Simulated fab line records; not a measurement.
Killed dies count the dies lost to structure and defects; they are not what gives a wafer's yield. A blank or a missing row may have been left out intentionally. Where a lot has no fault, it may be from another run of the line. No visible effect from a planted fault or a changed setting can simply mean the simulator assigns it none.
fab line records    flow rit_cmos
record lots=7  wafers=21  last_day=7
route steps=202 shown GATE@83 M1@202
lots with no fault: from the same line, run without faults
start_h: hours from the record's first day to the start of the lot's first wafer shown    wait_h: time in hours since the lot's previous step    " unchanged from the row above    L1.1+2: one row covering several wafers at once    - no value, or no start given    * or withheld: withheld    < > ~ a bound
route shown NAME@n: NAME is a module with steps in the file, n the number in the route of the first one    usual: the fault-free wafers' mean and standard deviation    same: alike in all rows    chamber/n: place in a boat    sites: readings site by site    _std_site: standard deviation across them    _edge_site: inner sites' mean taken away from outer sites' mean    radius_mm: how far each site lies from the wafer's centre    mask NAME#n: copy n    behind: the tool/chamber that last shaped the wafer    hold: cause of the lot's hold/its duration in hours/its outcome    device: the transistor (n, p or np) that didn't switch    end of line: the same wafers' tests at the end of the route    a step given without rows: its recipe and nothing more    killed: count of dies lost to structure and defects at first sort (not the wafer's yield)    map: the dies of a wafer, with x for killed, . for not killed, _ for no die there
set.NAME: the setting as run; set.NAME@STEP: as run at that earlier step    model.NAME: the simulator's own value behind a step, which no gauge read
lots at some steps of the route; a table a step, a row a wafer
services: a tool's chamber out of use, with start hour (start_h, from the record's first day; less than 0 if before it), hours out, and reason
## steps
# step RIT_GATE_THK_MEAS_07
# recipe reads=SiO2_of_GATE_OXIDATION_05
# usual GATE_OXIDE_THK=3.02/0.062
lot.wafer  tool           chamber  start_h  wait_h  GATE_OXIDE_THK[nm]
L569.1     film_metro-04  -        44.32    0.0     3.00
L569.2     "              -        "        "       3.03
L569.4     "              -        "        "       2.99
L573.1     film_metro-01  -        69.43    0.0     3.11
L573.5     "              -        "        "       3.07
L573.6     "              -        "        "       3.04
L572.1     film_metro-04  -        69.46    0.0     3.15
L572.4     "              -        "        "       3.02
L572.5     "              -        "        "       3.02
L575.2     film_metro-03  -        84.86    0.0     3.02
L575.3     "              -        "        "       3.00
L575.6     "              -        "        "       3.00
L577.2     film_metro-04  -        89.70    0.0     2.96
L577.3     "              -        "        "       2.99
L577.5     "              -        "        "       3.03
L582.1     film_metro-04  -        111.89   0.0     3.05
L582.4     "              -        "        "       3.05
L582.6     "              -        "        "       3.02
L584.1     film_metro-04  -        124.53   0.0     3.12
L584.2     "              -        "        "       3.06
L584.4     "              -        "        "       3.09
# step RIT_GATE_CVD_08
# recipe material=poly-Si  target_thk_nm=250  temp_c=610  precursor=SiH4  time_s=2220  pressure_mtorr=300  sih4_flow_sccm=100
# step RIT_GATE_THK_MEAS_09
# recipe reads=poly-Si_of_GATE_CVD_08
# usual GATE_POLY_THK=249.4/2.3
lot.wafer  tool           chamber  start_h  wait_h  GATE_POLY_THK[nm]
L569.1     film_metro-04  -        46.15    0.0     248.9
L569.2     "              -        "        "       250.9
L569.4     "              -        "        "       250.6
L573.1     film_metro-04  -        71.10    0.0     251.1
L573.5     "              -        "        "       251.0
L573.6     "              -        "        "       250.4
L572.1     film_metro-03  -        71.14    0.0     249.2
L572.4     "              -        "        "       247.7
L572.5     "              -        "        "       248.3
L575.2     film_metro-01  -        86.54    0.0     251.5
L575.3     "              -        "        "       249.1
L575.6     "              -        "        "       249.8
L577.2     film_metro-04  -        91.42    0.0     250.7
L577.3     "              -        "        "       251.8
L577.5     "              -        "        "       249.6
L582.1     film_metro-04  -        113.57   0.0     248.6
L582.4     "              -        "        "       250.0
L582.6     "              -        "        "       248.6
L584.1     film_metro-04  -        126.20   0.0     246.8
L584.2     "              -        "        "       247.3
L584.4     "              -        "        "       246.5
# step RIT_GATE_HMDS_10
# recipe prime_time_s=60  prime_temp_c=140
# step RIT_GATE_COAT_11
# recipe resist=NOVOLAK  spin_rpm=4250  resist_thk_nm=833.8
# step RIT_GATE_SOFTBAKE_12
# recipe resist=NOVOLAK  temp_c=90  time_s=60
# step RIT_GATE_EXPOSE_13
# recipe mask_id=M6  na=0.6  source_shape=conventional  sigma_outer=0.6  target_cd_nm=150  dose_mj=380
# step RIT_GATE_PEB_14
# recipe resist=NOVOLAK  temp_c=withheld  time_s=withheld
# step RIT_GATE_DEVELOP_15
# recipe resist=NOVOLAK  develop_time_s=50  dev_temp_c=23
# step RIT_GATE_CD_MEAS_16
# recipe target_cd_nm=150
# usual cd_nm=149.8/2.1
lot.wafer  tool       chamber  start_h  wait_h  cd_nm
L569.1     cd_sem-01  -        47.13    -       150.2
L569.2     "          -        "        "       151.6
L569.4     "          -        "        "       153.3
L573.1     cd_sem-02  -        72.23    -       150.0
L573.5     "          -        "        "       146.4
L573.6     "          -        "        "       148.8
L572.1     cd_sem-01  -        72.47    -       150.3
L572.4     "          -        "        "       150.2
L572.5     "          -        "        "       150.7
L575.2     cd_sem-02  -        87.58    -       151.1
L575.3     "          -        "        "       152.6
L575.6     "          -        "        "       151.2
L577.2     cd_sem-01  -        92.81    -       149.3
L577.3     "          -        "        "       147.1
L577.5     "          -        "        "       149.2
L582.1     cd_sem-01  -        114.61   -       150.6
L582.4     "          -        "        "       150.3
L582.6     "          -        "        "       150.4
L584.1     cd_sem-02  -        127.37   -       147.5
L584.2     "          -        "        "       147.0
L584.4     "          -        "        "       149.2
# step RIT_GATE_OVL_MEAS_17
# usual GATE_OVL=0.0/1.6
lot.wafer  tool        chamber  start_h  wait_h  GATE_OVL[nm]
L569.1     overlay-01  -        47.25    0.1     -4.8
L569.2     "           -        "        "       -2.6
L569.4     "           -        "        "       -1.9
L573.1     overlay-02  -        72.35    0.1     1.0
L573.5     "           -        "        "       0.8
L573.6     "           -        "        "       -0.6
L572.1     overlay-02  -        72.59    0.1     -0.5
L572.4     "           -        "        "       -0.9
L572.5     "           -        "        "       -0.4
L575.2     overlay-02  -        87.69    0.1     1.0
L575.3     "           -        "        "       1.5
L575.6     "           -        "        "       0.1
L577.2     overlay-02  -        92.92    0.1     -0.6
L577.3     "           -        "        "       -1.7
L577.5     "           -        "        "       1.5
L582.1     overlay-01  -        114.73   0.1     0.3
L582.4     "           -        "        "       -1.4
L582.6     "           -        "        "       1.1
L584.1     overlay-02  -        127.49   0.1     1.1
L584.2     "           -        "        "       -0.4
L584.4     "           -        "        "       1.2
# step RIT_GATE_HARDBAKE_18
# recipe resist=NOVOLAK  temp_c=140  time_s=60
# step RIT_GATE_ETCH_19
# recipe chemistry=SF6/CHF3/O2  time_s=165  SF6_flow_sccm=30  CHF3_flow_sccm=30  O2_flow_sccm=5  target=poly-Si  pressure_mtorr=40  rf_w=160  target_depth_a=3125  over_etch_frac=0.2744  stop_on=SiO2
# usual drypump_motor_current_A=5.9/0.42  oes_product_au=0.840/0.011  throttle_valve_pct=10.28/0.14
lot.wafer  tool       chamber  start_h  wait_h  drypump_motor_current_A  oes_product_au  rf_hours_counter_h  throttle_valve_pct  model.GATE.feature_depth_nm  model.etch.depth_nm  model.NOVOLAK_of_GATE_COAT_11.thk_nm
L569.1     rie_si-01  3        47.46    0.1     5.1                      0.843           149                 10.44               248.8                        248.8                654.7
L569.2     "          2        "        "       6.5                      0.841           3                   10.17               250.8                        250.8                658.3
L569.4     "          0        "        "       5.6                      0.833           1                   10.56               250.6                        250.6                658.7
L573.1     rie_si-02  0        72.53    0.1     5.9                      0.860           58                  10.17               251.1                        251.1                653.6
L573.5     "          1        "        "       5.8                      0.835           -                   10.39               250.8                        250.8                654
L573.6     "          2        "        "       6.4                      0.831           -                   10.23               250.5                        250.5                648.8
L572.1     rie_si-01  0        72.77    0.1     5.6                      0.971           1                   10.55               208.5                        208.5                685.1
L572.4     "          1        "        "       5.6                      1.053           67                  10.13               222.5                        222.5                680.2
L572.5     "          3        "        "       5.1                      1.041           -                   10.45               221.3                        221.3                685.1
L575.2     rie_si-01  2        87.87    0.1     6.5                      0.997           3                   10.16               213.8                        213.8                683.1
L575.3     "          1        "        "       5.6                      1.045           67                  10.12               223.3                        223.3                677.9
L575.6     "          1        "        "       5.6                      1.052           -                   10.12               222.2                        222.2                676.5
L577.2     rie_si-01  2        93.14    0.1     6.5                      0.987           3                   10.16               210.2                        210.2                684.7
L577.3     "          3        "        "       5.1                      1.026           150                 10.44               217.6                        217.6                680.1
L577.5     "          1        "        "       5.6                      1.050           -                   10.12               221.3                        221.3                681.4
L582.1     rie_si-02  2        114.91   0.1     6.4                      0.832           2                   10.24               248.6                        248.6                655.3
L582.4     "          3        "        "       5.9                      0.857           0                   10.23               250.1                        250.1                655.3
L582.6     "          2        "        "       6.4                      0.831           -                   10.23               248.6                        248.6                653.5
L584.1     rie_si-02  0        127.68   0.1     5.9                      0.857           59                  10.21               246.8                        246.8                656.5
L584.2     "          3        "        "       5.9                      0.851           0                   10.24               247.3                        247.3                654.3
L584.4     "          2        "        "       6.4                      0.822           -                   10.23               246.7                        246.7                653.3
# step RIT_GATE_STRIP_20
# recipe chemistry=O2  time_s=180  resist=NOVOLAK  platen_temp_c=withheld  power_w=500  pressure_mtorr=4000  o2_flow_sccm=4000
# usual drypump_motor_current_A=5.62/0.24  rf_refl_power_W=7.1/1.9
lot.wafer  tool             chamber  start_h  wait_h  drypump_motor_current_A  rf_hours_counter_h  rf_refl_power_W
L569.1     plasma_asher-04  0        47.57    0.1     5.93                     40                  8.6
L569.2     "                1        "        "       5.69                     40                  4.0
L569.4     "                0        "        "       5.93                     -                   8.6
L573.1     plasma_asher-04  1        72.64    0.1     5.69                     44                  3.7
L573.5     "                1        "        "       5.68                     -                   3.7
L573.6     "                0        "        "       5.93                     -                   8.6
L572.1     plasma_asher-03  1        72.88    0.1     5.64                     42                  9.0
L572.4     "                0        "        "       5.56                     -                   7.8
L572.5     "                0        "        "       5.55                     -                   7.7
L575.2     plasma_asher-02  1        87.98    0.1     5.72                     29                  8.3
L575.3     "                1        "        "       5.67                     -                   8.5
L575.6     "                0        "        "       5.13                     -                   6.2
L577.2     plasma_asher-03  0        93.25    0.1     5.54                     44                  7.9
L577.3     "                0        "        "       5.55                     -                   8.1
L577.5     "                1        "        "       5.67                     -                   8.9
L582.1     plasma_asher-04  0        115.02   0.1     5.93                     48                  8.6
L582.4     "                0        "        "       5.93                     -                   8.6
L582.6     "                1        "        "       5.68                     -                   3.9
L584.1     plasma_asher-04  0        127.79   0.1     5.92                     50                  8.3
L584.2     "                1        "        "       5.66                     50                  3.9
L584.4     "                0        "        "       5.91                     -                   8.2
# step RIT_M1_PROBE_99
# usual killed_at_contacts=0.1/0.23  killed_at_front_end=6/3.1  killed_dies=6/3.1  killed_on_rim=1.7/1.3  killed_open=3.2/1.9  killed_short=3.2/2.1
# same gross_dies=264  killed_at_M0_to_M3=0  killed_at_M4_up=0  killed_at_back_side=0  killed_at_other=0
lot.wafer  tool       chamber  start_h  wait_h  killed_at_contacts  killed_at_front_end  killed_dies  killed_on_rim  killed_open  killed_short
L573.1     prober-01  -        93.81    0.1     0                   4                    4            2              0            4
L573.5     prober-01  -        94.01    0.2     0                   6                    6            4              3            3
L573.6     prober-01  -        94.06    0.2     0                   3                    3            1              0            3
L572.1     prober-02  -        95.31    0.1     0                   264                  264          70             3            3
L572.4     prober-02  -        95.46    0.2     0                   264                  264          70             3            2
L572.5     prober-02  -        95.51    0.2     0                   264                  264          70             1            3
L575.2     prober-02  -        108.77   0.1     0                   264                  264          70             3            2
L575.3     prober-02  -        108.82   0.2     1                   263                  264          70             2            2
L575.6     prober-02  -        108.97   0.2     0                   264                  264          70             5            1
L577.2     prober-02  -        115.15   0.1     0                   264                  264          70             3            7
L577.3     prober-02  -        115.20   0.2     0                   264                  264          70             4            9
L577.5     prober-02  -        115.30   0.2     0                   264                  264          70             4            1
L582.1     prober-02  -        159.04   0.3     0                   6                    6            1              2            4
L582.4     prober-02  -        159.19   0.4     0                   3                    3            1              2            1
L582.6     prober-02  -        159.29   0.4     0                   6                    6            1              2            4
# killed by level:class
L573.1 GATE:geometric_particle:short=2 FOX2:geometric_particle:short=1 REOX:geometric_particle:short=1
L573.5 GATE:geometric_particle:short=2 REOX:geometric_particle:open=2 FOX1:geometric_particle:short=1 SILICIDE:geometric_particle:open=1
L573.6 ACTIVE:geometric_particle:short=1 GATE:geometric_particle:short=1 SILICIDE:geometric_particle:short=1
L572.1 GATE:area_etch=258 GATE:geometric_particle:short=2 FOX2:geometric_particle:short=1 GATE:geometric_particle:open=1 REOX:geometric_particle:open=1 SILICIDE:geometric_particle:open=1
L572.4 GATE:area_etch=259 GATE:geometric_particle:short=2 GATE:geometric_particle:open=1 SPACER:geometric_particle:open=1 SILICIDE:geometric_particle:open=1
L572.5 GATE:area_etch=260 FOX1:geometric_particle:short=1 GATE:geometric_particle:short=1 GATE:geometric_particle:open=1 REOX:geometric_particle:short=1
L575.2 GATE:area_etch=259 GATE:geometric_particle:open=3 FOX1:geometric_particle:short=1 REOX:geometric_particle:short=1
L575.3 GATE:area_etch=260 GATE:geometric_particle:short=2 SILICIDE:geometric_particle:open=1 CONTACT:geometric_particle:open=1
L575.6 GATE:area_etch=258 GATE:geometric_particle:open=5 GATE:geometric_particle:short=1
L577.2 GATE:area_etch=254 GATE:geometric_particle:short=4 FOX1:geometric_particle:short=1 FOX2:geometric_particle:short=1 GATE:geometric_particle:open=1 REOX:geometric_particle:open=1 SILICIDE:geometric_particle:short=1 SILICIDE:geometric_particle:open=1
L577.3 GATE:area_etch=251 GATE:geometric_particle:short=5 GATE:geometric_particle:open=3 SILICIDE:geometric_particle:short=2 FOX2:geometric_particle:short=1 SPACER:geometric_particle:short=1 SILICIDE:geometric_particle:open=1
L577.5 GATE:area_etch=259 FOX2:geometric_particle:open=2 GATE:geometric_particle:open=2 GATE:geometric_particle:short=1
L582.1 REOX:geometric_particle:short=2 FOX2:geometric_particle:short=1 GATE:geometric_particle:open=1 GATE:geometric_particle:short=1 REOX:geometric_particle:open=1
L582.4 GATE:geometric_particle:open=1 REOX:geometric_particle:open=1 SPACER:geometric_particle:short=1
L582.6 FOX1:geometric_particle:short=2 REOX:geometric_particle:open=2 GATE:geometric_particle:short=1 REOX:geometric_particle:short=1
# map L572.1 (x killed, . not)
________xxxxxxx_______
_____xxxxxxxxxxxxx____
____xxxxxxxxxxxxxxx___
___xxxxxxxxxxxxxxxxx__
__xxxxxxxxxxxxxxxxxxx_
__xxxxxxxxxxxxxxxxxxx_
_xxxxxxxxxxxxxxxxxxxxx
_xxxxxxxxxxxxxxxxxxxxx
_xxxxxxxxxxxxxxxxxxxxx
_xxxxxxxxxxxxxxxxxxxxx
__xxxxxxxxxxxxxxxxxxx_
__xxxxxxxxxxxxxxxxxxx_
___xxxxxxxxxxxxxxxxx__
____xxxxxxxxxxxxxxx___
_____xxxxxxxxxxxxx____
________xxxxxxx_______
# map L575.2 (x killed, . not)
________xxxxxxx_______
_____xxxxxxxxxxxxx____
____xxxxxxxxxxxxxxx___
___xxxxxxxxxxxxxxxxx__
__xxxxxxxxxxxxxxxxxxx_
__xxxxxxxxxxxxxxxxxxx_
_xxxxxxxxxxxxxxxxxxxxx
_xxxxxxxxxxxxxxxxxxxxx
_xxxxxxxxxxxxxxxxxxxxx
_xxxxxxxxxxxxxxxxxxxxx
__xxxxxxxxxxxxxxxxxxx_
__xxxxxxxxxxxxxxxxxxx_
___xxxxxxxxxxxxxxxxx__
____xxxxxxxxxxxxxxx___
_____xxxxxxxxxxxxx____
________xxxxxxx_______
## services
tool             chamber  start_h  hours  kind
plasma_asher-03  -        44.25    10.6   repair
plasma_asher-02  -        48.76    7.4    repair
rie_si-02        3        76.72    -      clean
rie_si-02        3        76.72    33.0   scheduled_down
rie_si-02        3        76.72    33.0   vent_cycle
rie_si-02        -        80.75    0.7    repair
rie_si-01        0        80.95    7.0    repair
plasma_asher-02  -        97.46    1.3    repair
plasma_asher-03  -        108.75   9.0    pm
plasma_asher-03  0        108.75   9.0    vent_cycle
plasma_asher-03  1        108.75   9.0    vent_cycle
rie_si-01        3        110.41   -      clean
rie_si-01        3        110.41   23.3   scheduled_down
rie_si-01        3        110.41   23.3   vent_cycle
plasma_asher-03  0        117.75   -      clean
plasma_asher-03  1        117.75   -      clean
plasma_asher-04  -        125.17   1.5    repair
rie_si-02        1        126.92   -      clean
rie_si-02        1        126.92   25.0   scheduled_down
rie_si-02        1        126.92   25.0   vent_cycle
## key
first_sign step=RIT_GATE_ETCH_19  reading=oes_product_au  direction=up  sigmas=17  usual=0.840  struck=1.025
effect step=RIT_M1_PROBE_99  reading=killed_dies  direction=up  sigmas=83  usual=6  struck=264
model_effect step=RIT_GATE_ETCH_19  value=GATE.feature_depth_nm  without=249.7  struck=217.8
more_kills_born_at RIT_GATE_ETCH_19@rie_si-01=2318
met_at RIT_GATE_ETCH_19
struck_wafers L572.1,L572.4,L572.5,L575.2,L575.3,L575.6,L577.2,L577.3,L577.5
later_rows_left_out L572.1,L572.4,L572.5,L575.2,L575.3,L575.6,L577.2,L577.3,L577.5
tester_left_out L572,L575,L577
onset_between 47.46 72.77
fault kind=process_parameter_drift  tool=rie_si-01  chamber=-  onset_h=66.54  steps=RIT_GATE_ETCH_19  channel=target_depth_a  offset=-1030.6  shape=step  end_h=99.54  stated=3125
# tester_left_out: of these lots the tester's yield and bins aren't shown, on N5 and GAA mostly nor the transistor test; their killed dies are dies lost to structure and defects alone, not to doping, threshold or leakage, so they don't give the yield
# later_rows_left_out: the simulator's readings of these wafers behind a module that went badly wrong aren't trusted and aren't shown, but for the sort
